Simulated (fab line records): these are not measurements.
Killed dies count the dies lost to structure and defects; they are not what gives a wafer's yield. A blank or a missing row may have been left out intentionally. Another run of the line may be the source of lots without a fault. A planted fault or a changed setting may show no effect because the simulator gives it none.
Comparing a struck lot with a sound one / flow rit cmos / 15 out of 202 route steps
Sound: these wafers, L713.3, L713.4, L713.5. The struck wafers were L718.2, L718.3, L718.4. The cause comes at the end.
Per side, at each step with rows, come the tool, then ch with its chambers, and then its first start. Under that, the readings that differ: sound wafers / struck wafers / difference of the means / sigmas: that difference in standard deviations of wafers without a fault.
alike: a reading whose means differ by less than 2 such deviations, as well as words and numbers matching on both sides. not compared: withheld readings; readings where some wafer has no value; bounds like >300 that might hide an equal value; numbers whose values overlap and for which the record gives no deviation.
Wherever a step has rows on one side only, a row that says differs or no value, or a row with sigmas, the two part there. Numbers that have no deviation but don't overlap get no sigmas and don't part them. A reading missing from all wafers of one side parts the sides only when that side holds two or more wafers.

first, 1 step without rows for these wafers: RIT_CONTACT_CLEAN_14 (cleans in SC2, time 600 s).
RIT_M1_SPUTTER_00: material Al, target thk 400 nm, time 500 s.
  sound: pvd sputter-03 at day 5 23:25; struck: pvd sputter-04 at day 6 19:31
  alike: throttle valve pct
RIT_M1_RS_MEAS_01: uses a four-point probe to measure.
  sound: film metro-01 at day 5 23:45; struck: film metro-01 at day 6 19:50
  alike: M1_AL_RS
RIT_M1_THK_MEAS_02: measures by xrf.
  sound: film metro-01 at day 5 23:51; struck: film metro-01 at day 6 19:56
  alike: M1_AL_THK
then, 6 steps without rows for these wafers: RIT_M1_HMDS_03 (prime time 60 s); RIT_M1_COAT_04 (resist thk 1310 nm); RIT_M1_SOFTBAKE_05 (time 60 s); RIT_M1_EXPOSE_06 (exposes mask M12, target cd 2600 nm); RIT_M1_PEB_07; RIT_M1_DEVELOP_08 (develop time 70.86 s).
RIT_M1_CD_MEAS_09: target cd 2600 nm.
  sound: cd sem-01 at day 6 00:49; struck: cd sem-02 at day 6 21:01
  alike: cd nm
RIT_M1_OVL_MEAS_10:
  sound: overlay-01 at day 6 00:54; struck: overlay-02 at day 6 21:07
  alike: M1_OVL
RIT_M1_HARDBAKE_11: time 120 s.
  sound on litho track-03 ch 0, day 6 01:01; struck on litho track-01 ch 0, day 6 21:11
reading=heater power total W (W); sound=52.10 51.84 52.07; struck=51.19 51.23 51.23; difference=-0.79; sigmas=-13
reading=plate temp C (C); sound=140.01 140.15 139.89; struck=138.36 138.52 138.44; difference=-1.58; sigmas=-11
  alike: resist line temp C
RIT_M1_METAL_ETCH_12: etches Al in Cl2/BCl3, stops on SiO2, time 165 s, target depth 600 nm.
  sound on rie metal-03 ch 0,1, day 6 01:14; struck on rie metal-03 ch 0,1, day 6 21:24
  alike: drypump motor current A, oes product au, throttle valve pct
  not compared: rf hours counter h
RIT_M1_PROBE_99:
  sound: prober-01 at day 6 03:32; struck: prober-02 at day 6 23:43
  alike: defect limited yield, killed at contacts, killed at front end, killed dies, killed open, killed short, sort_bin_3_pad_short, sort_bin_5_function, sort_bin_6_memory, sort n pass, sort yield pct

## WHERE THEY PART
At RIT_M1_HARDBAKE_11 and nowhere else, as far as this record goes. Later steps at which nothing parts them and some readings are alike: RIT_M1_METAL_ETCH_12, RIT_M1_PROBE_99.

WHY: the cause the simulator had injected
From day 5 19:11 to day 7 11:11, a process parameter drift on litho track-01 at RIT_M1_HARDBAKE_11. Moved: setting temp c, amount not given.
